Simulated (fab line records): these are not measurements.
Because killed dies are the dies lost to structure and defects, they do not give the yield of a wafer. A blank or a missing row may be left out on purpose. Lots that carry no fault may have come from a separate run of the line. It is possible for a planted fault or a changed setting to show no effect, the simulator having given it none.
fab line records	flow ritCmos
record: lots: 14	wafers: 42	lastDay: 7
route steps=202 shown PWELL@47 FOX2@80 PSD@148 M1@194
lots that met no fault: taken from a fault-free run of the same line
startH: hours from the record's first day to the start of the lot's first wafer shown	waitH: time in hours since the lot's previous step	" repeats the value in the row above	L1.1+2: a row that stands for several wafers	- no value, or no start was given	* or withheld: withheld	< > ~ a bound
route shown NAME@n: a module of which the file shows steps, and the number in the route of the first	usual: the fault-free wafers' mean and standard deviation	same: alike in all rows	chamber/n: place in a boat	sites: per-site readings	_std_site: standard deviation of those values	_edge_site: inner sites' mean taken away from outer sites' mean	radiusMm: for every site, how far away it sits from the centre of the wafer	mask NAME#n: copy n	behind: the most recent tool/chamber to have shaped the wafer	hold: what put the lot on hold/how long, in hours/how the hold closed	device: the transistor (n, p or np) that didn't switch	end of line: tests run on the same wafers once the route is complete	a step without rows: its recipe alone	killed: count of dies lost to structure and defects at first sort (not the wafer's yield)	map: the dies of a wafer, with x for killed, . for not killed, _ for no die there
set.NAME: the run value of the setting; set.NAME@STEP: its run value at that earlier step	model.NAME: the simulator's own value behind a step, which no gauge read
route steps across a sampled set of lots; one table per step, one row per wafer
services: a tool's chamber out of use, with start hour (startH, from the record's first day; less than 0 if before it), hours out, and reason
== steps ==
step: RIT_PWELL_IMPLANT_08
recipe: species: B	energyKev: 170	doseCm2: 7e+13	tiltDeg: 7
usual: doseIonsCm2: 7e+13/6.8e+10
lot.wafer	tool	chamber	startH	waitH	doseIonsCm2
L836.4	implanter-02	0	23.16	0.2	6.997e+13
L836.5	"	0	"	"	6.992e+13
L836.6	"	0	"	"	6.995e+13
L837.3	implanter-02	0	30.51	0.2	6.987e+13
L837.5	"	0	"	"	6.996e+13
L837.6	"	0	"	"	6.984e+13
L838.2	implanter-02	0	33.60	0.2	7e+13
L838.4	"	0	"	"	7.013e+13
L838.5	"	0	"	"	6.994e+13
L841.3	implanter-02	0	47.26	0.2	7.005e+13
L841.4	"	0	"	"	7.001e+13
L841.5	"	0	"	"	7.002e+13
L842.2	implanter-04	0	53.05	0.2	7.003e+13
L842.3	"	0	"	"	7.003e+13
L842.5	"	0	"	"	7.002e+13
L844.1	implanter-02	0	63.38	0.2	6.989e+13
L844.2	"	0	"	"	6.996e+13
L844.4	"	0	"	"	7e+13
L845.2	implanter-04	0	68.22	0.2	7.002e+13
L845.3	"	0	"	"	6.995e+13
L845.5	"	0	"	"	7.002e+13
L846.1	implanter-01	0	72.69	0.2	6.994e+13
L846.4	"	0	"	"	7.007e+13
L846.5	"	0	"	"	7.006e+13
L847.1	implanter-02	0	77.26	0.2	7e+13
L847.3	"	0	"	"	7.008e+13
L847.4	"	0	"	"	6.995e+13
L851.1	implanter-01	0	98.92	0.2	6.992e+13
L851.3	"	0	"	"	6.998e+13
L851.4	"	0	"	"	6.998e+13
L852.4	implanter-02	0	102.26	0.2	7.005e+13
L852.5	"	0	"	"	6.992e+13
L852.6	"	0	"	"	7.016e+13
L855.3	implanter-01	0	120.16	0.2	6.849e+13
L855.5	"	0	"	"	6.857e+13
L855.6	"	0	"	"	6.845e+13
L857.1	implanter-01	0	130.91	0.2	6.842e+13
L857.4	"	0	"	"	6.844e+13
L857.6	"	0	"	"	6.841e+13
L858.1	implanter-04	0	132.64	0.2	7.01e+13
L858.2	"	0	"	"	7.003e+13
L858.4	"	0	"	"	7.002e+13
step: RIT_WELLDRIVE_RS_MEAS_02
recipe: thkMeasGauge: four-point-probe
usual: PWELL_RS: 429.1/1.1
lot.wafer	tool	chamber	startH	waitH	hold	PWELL_RS[ohm/sq]
L836.4	filmMetro-01	-	29.68	0.1	-	430.0
L836.5	"	-	"	"	-	429.9
L836.6	"	-	"	"	-	430.6
L837.3	filmMetro-04	-	36.09	0.1	-	427.9
L837.5	"	-	"	"	-	427.4
L837.6	"	-	"	"	-	428.5
L838.2	filmMetro-04	-	39.55	0.1	-	429.8
L838.4	"	-	"	"	-	431.7
L838.5	"	-	"	"	-	431.8
L841.3	filmMetro-02	-	53.17	0.1	-	429.5
L841.4	"	-	"	"	-	429.3
L841.5	"	-	"	"	-	428.2
L842.2	filmMetro-02	-	58.63	0.1	-	429.3
L842.3	"	-	"	"	-	429.6
L842.5	"	-	"	"	-	429.5
L844.1	filmMetro-02	-	68.97	0.1	-	428.6
L844.2	"	-	"	"	-	429.4
L844.4	"	-	"	"	-	426.9
L845.2	filmMetro-02	-	73.86	0.1	-	428.3
L845.3	"	-	"	"	-	428.8
L845.5	"	-	"	"	-	429.4
L846.1	filmMetro-04	-	78.69	0.1	-	427.7
L846.4	"	-	"	"	-	428.1
L846.5	"	-	"	"	-	428.1
L847.1	filmMetro-02	-	82.85	0.1	-	430.3
L847.3	"	-	"	"	-	429.4
L847.4	"	-	"	"	-	430.1
L851.1	filmMetro-01	-	104.50	0.1	-	429.0
L851.3	"	-	"	"	-	429.0
L851.4	"	-	"	"	-	429.6
L852.4	filmMetro-02	-	108.49	0.1	-	429.7
L852.5	"	-	"	"	-	429.7
L852.6	"	-	"	"	-	430.5
L855.3	filmMetro-04	-	125.74	0.1	awaitDispo/0.2h/release	435.5
L855.5	"	-	"	"	awaitDispo/0.2h/release	435.7
L855.6	"	-	"	"	awaitDispo/0.2h/release	436.6
L855.3	filmMetro-04	-	126.03	0.3	-	436.2
L855.5	"	-	"	"	-	435.1
L855.6	"	-	"	"	-	435.7
L857.1	filmMetro-02	-	136.50	0.1	awaitDispo/0.2h/release	436.0
L857.4	"	-	"	"	awaitDispo/0.2h/release	437.0
L857.6	"	-	"	"	awaitDispo/0.2h/release	436.9
L857.1	filmMetro-02	-	136.79	0.3	-	435.8
L857.4	"	-	"	"	-	437.6
L857.6	"	-	"	"	-	436.1
L858.1	filmMetro-01	-	138.22	0.1	-	429.2
L858.2	"	-	"	"	-	429.7
L858.4	"	-	"	"	-	429.7
step: RIT_FOX2_THK_MEAS_91
recipe: reads: SiO2_of_FOX2_OXIDATION_00
usual: FIELD_OXIDE_LEFT_2_THK: 257/7
lot.wafer	tool	chamber	startH	waitH	FIELD_OXIDE_LEFT_2_THK[nm]
L836.4	filmMetro-03	-	33.44	0.0	263
L836.5	"	-	"	"	262
L836.6	"	-	"	"	264
L837.3	filmMetro-01	-	39.74	0.0	246
L837.5	"	-	"	"	249
L837.6	"	-	"	"	252
L838.2	filmMetro-01	-	43.38	0.0	260
L838.4	"	-	"	"	259
L838.5	"	-	"	"	256
L841.3	filmMetro-01	-	57.03	0.0	249
L841.4	"	-	"	"	251
L841.5	"	-	"	"	245
L842.2	filmMetro-01	-	62.39	0.0	251
L842.3	"	-	"	"	245
L842.5	"	-	"	"	248
L844.1	filmMetro-03	-	72.89	0.0	252
L844.2	"	-	"	"	249
L844.4	"	-	"	"	245
L845.2	filmMetro-03	-	77.85	0.0	256
L845.3	"	-	"	"	258
L845.5	"	-	"	"	256
L846.1	filmMetro-03	-	82.76	0.0	253
L846.4	"	-	"	"	259
L846.5	"	-	"	"	258
L847.1	filmMetro-04	-	86.74	0.0	262
L847.3	"	-	"	"	264
L847.4	"	-	"	"	262
L851.1	filmMetro-03	-	108.29	0.0	263
L851.3	"	-	"	"	260
L851.4	"	-	"	"	264
L852.4	filmMetro-04	-	112.12	0.0	260
L852.5	"	-	"	"	255
L852.6	"	-	"	"	264
L855.3	filmMetro-03	-	135.33	0.0	260
L855.5	"	-	"	"	251
L855.6	"	-	"	"	254
L858.1	filmMetro-01	-	141.89	0.0	263
L858.2	"	-	"	"	261
L858.4	"	-	"	"	253
L857.1	filmMetro-03	-	143.04	0.0	273
L857.4	"	-	"	"	269
L857.6	"	-	"	"	273
step: RIT_PSD_OVL_MEAS_06
usual: PSD_OVL: -0.2/1.3
lot.wafer	tool	chamber	startH	waitH	PSD_OVL[nm]
L836.4	overlay-02	-	49.21	-	-0.3
L836.5	"	-	"	"	0.7
L836.6	"	-	"	"	1.2
L837.3	overlay-01	-	55.77	-	2.0
L837.5	"	-	"	"	0.0
L837.6	"	-	"	"	-0.1
L838.2	overlay-01	-	60.68	-	1.1
L838.4	"	-	"	"	0.8
L838.5	"	-	"	"	-0.8
L841.3	overlay-01	-	74.57	-	0.6
L841.4	"	-	"	"	-1.4
L841.5	"	-	"	"	-1.1
L842.2	overlay-01	-	78.19	-	0.2
L842.3	"	-	"	"	2.2
L842.5	"	-	"	"	-0.9
L844.1	overlay-02	-	89.83	-	-0.5
L844.2	"	-	"	"	-1.3
L844.4	"	-	"	"	0.3
L845.2	overlay-01	-	94.04	-	-0.3
L845.3	"	-	"	"	0.4
L845.5	"	-	"	"	-1.0
L846.1	overlay-01	-	98.24	-	0.3
L846.4	"	-	"	"	-0.7
L846.5	"	-	"	"	1.2
L847.1	overlay-01	-	103.57	-	2.3
L847.3	"	-	"	"	1.7
L847.4	"	-	"	"	-0.7
L851.1	overlay-02	-	128.23	-	-1.3
L851.3	"	-	"	"	-1.8
L851.4	"	-	"	"	-2.9
L852.4	overlay-02	-	128.58	-	-2.1
L852.5	"	-	"	"	0.3
L852.6	"	-	"	"	-0.4
L855.3	overlay-02	-	156.19	-	-0.1
L855.5	"	-	"	"	-2.1
L855.6	"	-	"	"	0.4
L858.1	overlay-01	-	158.27	-	1.3
L858.2	"	-	"	"	-1.4
L858.4	"	-	"	"	-1.6
L857.1	overlay-02	-	161.47	-	-1.2
L857.4	"	-	"	"	-1.1
L857.6	"	-	"	"	-1.7
step: RIT_M1_OVL_MEAS_10
usual: M1_OVL: 0.2/1.4
lot.wafer	tool	chamber	startH	waitH	M1_OVL[nm]
L836.4	overlay-02	-	55.21	0.1	1.3
L836.5	"	-	"	"	0.5
L836.6	"	-	"	"	2.2
L837.3	overlay-02	-	61.69	0.1	-0.3
L837.5	"	-	"	"	0.7
L837.6	"	-	"	"	0.2
L838.2	overlay-02	-	67.00	0.1	1.7
L838.4	"	-	"	"	0.5
L838.5	"	-	"	"	1.6
L841.3	overlay-01	-	80.81	0.1	0.6
L841.4	"	-	"	"	-0.1
L841.5	"	-	"	"	-0.8
L842.2	overlay-02	-	84.38	0.1	-2.4
L842.3	"	-	"	"	-0.9
L842.5	"	-	"	"	-1.4
L844.1	overlay-01	-	95.58	0.1	-0.3
L844.2	"	-	"	"	-0.2
L844.4	"	-	"	"	-0.1
L845.2	overlay-02	-	99.87	0.1	1.9
L845.3	"	-	"	"	1.7
L845.5	"	-	"	"	3.2
L846.1	overlay-02	-	104.33	0.1	4.1
L846.4	"	-	"	"	2.4
L846.5	"	-	"	"	1.3
L847.1	overlay-02	-	109.52	0.1	0.5
L847.3	"	-	"	"	-0.1
L847.4	"	-	"	"	1.9
L851.1	overlay-02	-	134.22	0.1	1.0
L851.3	"	-	"	"	1.2
L851.4	"	-	"	"	-1.4
L852.4	overlay-02	-	134.48	0.1	-0.1
L852.5	"	-	"	"	1.2
L852.6	"	-	"	"	-0.8
L855.3	overlay-01	-	161.92	0.1	-1.3
L855.5	"	-	"	"	-0.6
L855.6	"	-	"	"	0.8
L858.1	overlay-02	-	164.11	0.1	-1.8
L858.2	"	-	"	"	-1.0
L858.4	"	-	"	"	-1.5
L857.1	overlay-02	-	167.74	0.1	1.0
L857.4	"	-	"	"	-1.8
L857.6	"	-	"	"	-0.8
step: RIT_M1_PROBE_99
usual: killedAtContacts: 0.1/0.25	killedAtFrontEnd: 7.1/2.9	killedDies: 7.2/2.9	killedOpen: 3.6/1.9	killedShort: 3.5/1.9
same: grossDies: 264	killed_at_M0_to_M3: 0	killed_at_M4_up: 0	killedAtBackSide: 0	killedAtOther: 0
lot.wafer	tool	chamber	startH	waitH	killedAtContacts	killedAtFrontEnd	killedDies	killedOpen	killedShort
L836.4	prober-02	-	57.88	0.2	0	6	6	4	2
L836.5	prober-02	-	57.93	0.2	0	4	4	4	0
L836.6	prober-02	-	57.98	0.2	0	7	7	2	5
L837.3	prober-01	-	64.33	0.2	1	2	3	0	3
L837.5	prober-01	-	64.43	0.2	0	6	6	4	2
L837.6	prober-01	-	64.48	0.2	0	8	8	3	5
L838.2	prober-02	-	70.52	0.1	0	6	6	2	4
L838.4	prober-02	-	70.62	0.2	0	5	5	0	5
L838.5	prober-02	-	70.67	0.2	0	7	7	5	2
L841.3	prober-01	-	83.77	0.2	0	3	3	3	0
L841.4	prober-01	-	83.82	0.2	0	8	8	5	3
L841.5	prober-01	-	83.87	0.2	0	11	11	7	4
L842.2	prober-02	-	87.01	0.1	0	12	12	7	5
L842.3	prober-02	-	87.06	0.2	0	4	4	1	3
L842.5	prober-02	-	87.16	0.2	0	10	10	4	6
L844.1	prober-01	-	98.12	0.1	0	5	5	4	1
L844.2	prober-01	-	98.17	0.1	0	2	2	1	1
L844.4	prober-01	-	98.27	0.2	0	4	4	0	4
L845.2	prober-02	-	102.50	0.1	0	7	7	4	3
L845.3	prober-02	-	102.55	0.2	0	5	5	3	2
L845.5	prober-02	-	102.65	0.2	0	4	4	3	1
L846.1	prober-01	-	107.65	0.1	0	12	12	6	6
L846.4	prober-01	-	107.80	0.2	1	8	9	4	5
L846.5	prober-01	-	107.85	0.2	0	5	5	3	2
L847.1	prober-02	-	116.32	0.1	0	12	12	6	6
L847.3	prober-02	-	116.42	0.2	0	7	7	4	3
L847.4	prober-02	-	116.47	0.2	0	6	6	3	3
L851.1	prober-02	-	138.00	0.1	0	12	12	6	6
L851.3	prober-02	-	138.10	0.2	0	10	10	5	5
L851.4	prober-02	-	138.15	0.2	0	11	11	5	6
L852.4	prober-01	-	138.15	0.2	0	4	4	1	3
L852.5	prober-01	-	138.20	0.2	0	6	6	4	2
L852.6	prober-01	-	138.25	0.2	0	5	5	3	2
L855.3	prober-02	-	164.54	0.2	0	8	8	3	5
L855.5	prober-02	-	164.64	0.2	0	10	10	2	8
L855.6	prober-02	-	164.69	0.2	0	15	15	9	6
L858.1	prober-02	-	167.98	0.1	0	6	6	3	3
L858.2	prober-02	-	168.03	0.1	0	11	11	6	5
L858.4	prober-02	-	168.13	0.2	0	3	3	1	2
L857.1	prober-02	-	170.28	0.1	0	10	10	5	5
L857.4	prober-02	-	170.43	0.2	0	11	11	6	5
L857.6	prober-02	-	170.53	0.2	0	10	10	6	4
killed by level:class
L836.4 GATE:geometricParticle:short=2 REOX:geometricParticle:open=2 SPACER:geometricParticle:open=1 SILICIDE:geometricParticle:open=1
L836.5 GATE:geometricParticle:open=3 FOX2:geometricParticle:open=1
L836.6 SPACER:geometricParticle:short=3 GATE:geometricParticle:short=2 FOX2:geometricParticle:open=1 SPACER:geometricParticle:open=1
L837.3 GATE:geometricParticle:short=2 CONTACT:geometricParticle:short=1
L837.5 FOX1:geometricParticle:open=1 FOX1:geometricParticle:short=1 GATE:geometricParticle:open=1 REOX:geometricParticle:open=1 SPACER:geometricParticle:short=1 SPACER:geometricParticle:open=1
L837.6 REOX:geometricParticle:short=3 REOX:geometricParticle:open=2 FOX1:geometricParticle:short=1 GATE:geometricParticle:open=1 GATE:geometricParticle:short=1
L838.2 GATE:geometricParticle:short=2 FOX1:geometricParticle:open=1 FOX2:geometricParticle:short=1 GATE:geometricParticle:open=1 SPACER:geometricParticle:short=1
L838.4 GATE:geometricParticle:short=2 REOX:geometricParticle:short=1 SPACER:geometricParticle:short=1 SILICIDE:geometricParticle:short=1
L838.5 FOX2:geometricParticle:open=2 GATE:geometricParticle:open=1 SPACER:geometricParticle:short=1 SPACER:geometricParticle:open=1 SILICIDE:geometricParticle:open=1 SILICIDE:geometricParticle:short=1
L841.3 FOX2:geometricParticle:open=2 REOX:geometricParticle:open=1
L841.4 GATE:geometricParticle:open=3 GATE:geometricParticle:short=2 REOX:geometricParticle:open=1 SILICIDE:geometricParticle:short=1 SILICIDE:geometricParticle:open=1
L841.5 GATE:geometricParticle:open=3 FOX1:geometricParticle:open=2 REOX:geometricParticle:short=2 SILICIDE:geometricParticle:open=2 FOX2:geometricParticle:short=1 SILICIDE:geometricParticle:short=1
L842.2 SILICIDE:geometricParticle:open=3 SPACER:geometricParticle:short=2 FOX1:geometricParticle:short=1 FOX1:geometricParticle:open=1 FOX2:geometricParticle:open=1 FOX2:geometricParticle:short=1 GATE:geometricParticle:open=1 GATE:geometricParticle:short=1
L842.3 FOX2:geometricParticle:short=2 FOX1:geometricParticle:short=1 FOX2:geometricParticle:open=1
L842.5 GATE:geometricParticle:short=2 GATE:geometricParticle:open=2 SILICIDE:geometricParticle:short=2 FOX2:geometricParticle:short=1 SPACER:geometricParticle:open=1 SPACER:geometricParticle:short=1 SILICIDE:geometricParticle:open=1
L844.1 SPACER:geometricParticle:open=2 FOX1:geometricParticle:short=1 FOX1:geometricParticle:open=1 GATE:geometricParticle:open=1
L844.2 FOX1:geometricParticle:open=1 SPACER:geometricParticle:short=1
L844.4 SPACER:geometricParticle:short=2 FOX1:geometricParticle:short=1 GATE:geometricParticle:short=1
L845.2 GATE:geometricParticle:open=2 FOX2:geometricParticle:short=1 GATE:geometricParticle:short=1 REOX:geometricParticle:short=1 SPACER:geometricParticle:open=1 SILICIDE:geometricParticle:open=1
L845.3 REOX:geometricParticle:short=2 FOX1:geometricParticle:open=1 GATE:geometricParticle:open=1 REOX:geometricParticle:open=1
L845.5 FOX1:geometricParticle:open=1 GATE:geometricParticle:open=1 REOX:geometricParticle:open=1 SILICIDE:geometricParticle:short=1
L846.1 GATE:geometricParticle:short=3 GATE:geometricParticle:open=3 REOX:geometricParticle:open=2 SILICIDE:geometricParticle:short=2 FOX2:geometricParticle:short=1 SPACER:geometricParticle:open=1
L846.4 SPACER:geometricParticle:short=3 GATE:geometricParticle:open=2 FOX2:geometricParticle:short=1 REOX:geometricParticle:open=1 SPACER:geometricParticle:open=1 CONTACT:geometricParticle:short=1
L846.5 FOX2:geometricParticle:short=2 FOX2:geometricParticle:open=1 GATE:geometricParticle:open=1 REOX:geometricParticle:open=1
L847.1 GATE:geometricParticle:short=5 GATE:geometricParticle:open=3 REOX:geometricParticle:open=2 REOX:geometricParticle:short=1 SILICIDE:geometricParticle:open=1
L847.3 SILICIDE:geometricParticle:open=2 FOX1:geometricParticle:short=1 FOX2:geometricParticle:open=1 GATE:geometricParticle:short=1 GATE:geometricParticle:open=1 SILICIDE:geometricParticle:short=1
L847.4 GATE:geometricParticle:short=3 GATE:geometricParticle:open=2 SPACER:geometricParticle:open=1
L851.1 REOX:geometricParticle:short=3 FOX2:geometricParticle:open=2 SPACER:geometricParticle:open=2 FOX1:geometricParticle:short=1 FOX1:geometricParticle:open=1 SPACER:geometricParticle:short=1 SILICIDE:geometricParticle:short=1 SILICIDE:geometricParticle:open=1
L851.3 REOX:geometricParticle:short=3 REOX:geometricParticle:open=3 GATE:geometricParticle:short=2 FOX1:geometricParticle:open=1 GATE:geometricParticle:open=1
L851.4 GATE:geometricParticle:short=3 REOX:geometricParticle:open=2 FOX1:geometricParticle:short=1 FOX2:geometricParticle:open=1 GATE:geometricParticle:open=1 REOX:geometricParticle:short=1 SPACER:geometricParticle:short=1 SPACER:geometricParticle:open=1
L852.4 FOX1:geometricParticle:short=1 REOX:geometricParticle:short=1 REOX:geometricParticle:open=1 SILICIDE:geometricParticle:short=1
L852.5 GATE:geometricParticle:open=2 GATE:geometricParticle:short=1 SPACER:geometricParticle:open=1 SILICIDE:geometricParticle:short=1 SILICIDE:geometricParticle:open=1
L852.6 GATE:geometricParticle:open=2 REOX:geometricParticle:short=1 SPACER:geometricParticle:open=1 SPACER:geometricParticle:short=1
L855.3 GATE:geometricParticle:short=4 GATE:geometricParticle:open=1 REOX:geometricParticle:open=1 SPACER:geometricParticle:open=1 SILICIDE:geometricParticle:short=1
L855.5 GATE:geometricParticle:short=5 SILICIDE:geometricParticle:short=3 GATE:geometricParticle:open=1 REOX:geometricParticle:open=1
L855.6 GATE:geometricParticle:open=6 GATE:geometricParticle:short=3 SPACER:geometricParticle:open=2 REOX:geometricParticle:short=1 REOX:geometricParticle:open=1 SPACER:geometricParticle:short=1 SILICIDE:geometricParticle:short=1
L858.1 FOX2:geometricParticle:short=1 FOX2:geometricParticle:open=1 GATE:geometricParticle:short=1 REOX:geometricParticle:open=1 SPACER:geometricParticle:short=1 SPACER:geometricParticle:open=1
L858.2 GATE:geometricParticle:short=3 FOX1:geometricParticle:open=2 FOX2:geometricParticle:short=2 REOX:geometricParticle:open=2 FOX2:geometricParticle:open=1 SILICIDE:geometricParticle:open=1
L858.4 FOX1:geometricParticle:open=1 GATE:geometricParticle:short=1 SPACER:geometricParticle:short=1
L857.1 GATE:geometricParticle:short=4 GATE:geometricParticle:open=3 FOX1:geometricParticle:open=1 FOX1:geometricParticle:short=1 FOX2:geometricParticle:open=1
L857.4 GATE:geometricParticle:open=4 GATE:geometricParticle:short=3 FOX1:geometricParticle:open=1 FOX1:geometricParticle:short=1 FOX2:geometricParticle:short=1 REOX:geometricParticle:open=1
L857.6 GATE:geometricParticle:open=3 GATE:geometricParticle:short=2 FOX1:geometricParticle:open=1 REOX:geometricParticle:open=1 SPACER:geometricParticle:open=1 SPACER:geometricParticle:short=1 SILICIDE:geometricParticle:short=1
== services ==
tool	chamber	startH	hours	kind
implanter-02	-	12.54	3.6	repair
implanter-04	-	19.36	4.2	repair
implanter-01	-	23.32	48.9	repair
implanter-01	-	28.71	2.7	repair
implanter-01	-	37.76	1.9	repair
implanter-02	-	98.49	0.9	repair
implanter-02	-	109.12	0.7	repair
implanter-01	-	132.63	5.5	pm
== key ==
firstSign: step: RIT_PWELL_IMPLANT_08	reading: doseIonsCm2	direction: down	sigmas: 23	usual: 7e+13	struck: 6.846e+13
effect: step: RIT_WELLDRIVE_RS_MEAS_02	reading: visit	direction: added
effect: step: RIT_WELLDRIVE_RS_MEAS_02	reading: PWELL_RS	direction: up	sigmas: 6.7	usual: 429.1	struck: 436.3
metAt RIT_PWELL_IMPLANT_08
struckLots L855,L857
testerLeftOut L855,L857
notActingAt RIT_FOX2_THK_MEAS_91,RIT_PSD_OVL_MEAS_06,RIT_M1_OVL_MEAS_10
onsetBetween 98.92 120.16
fault: kind: processParameterDrift	tool: implanter-01	chamber: -	onsetH: 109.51	steps: RIT_PWELL_IMPLANT_08	channel: doseCm2	offset: -1.5491e+12	shape: step	endH: 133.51	actsIn: theseRecipesOnly	stated: 7e+13
testerLeftOut: of these lots the tester's yield and bins aren't shown, on N5 and GAA mostly nor the transistor test; their killed dies are dies lost to structure and defects alone, not to doping, threshold or leakage, so they don't give the yield
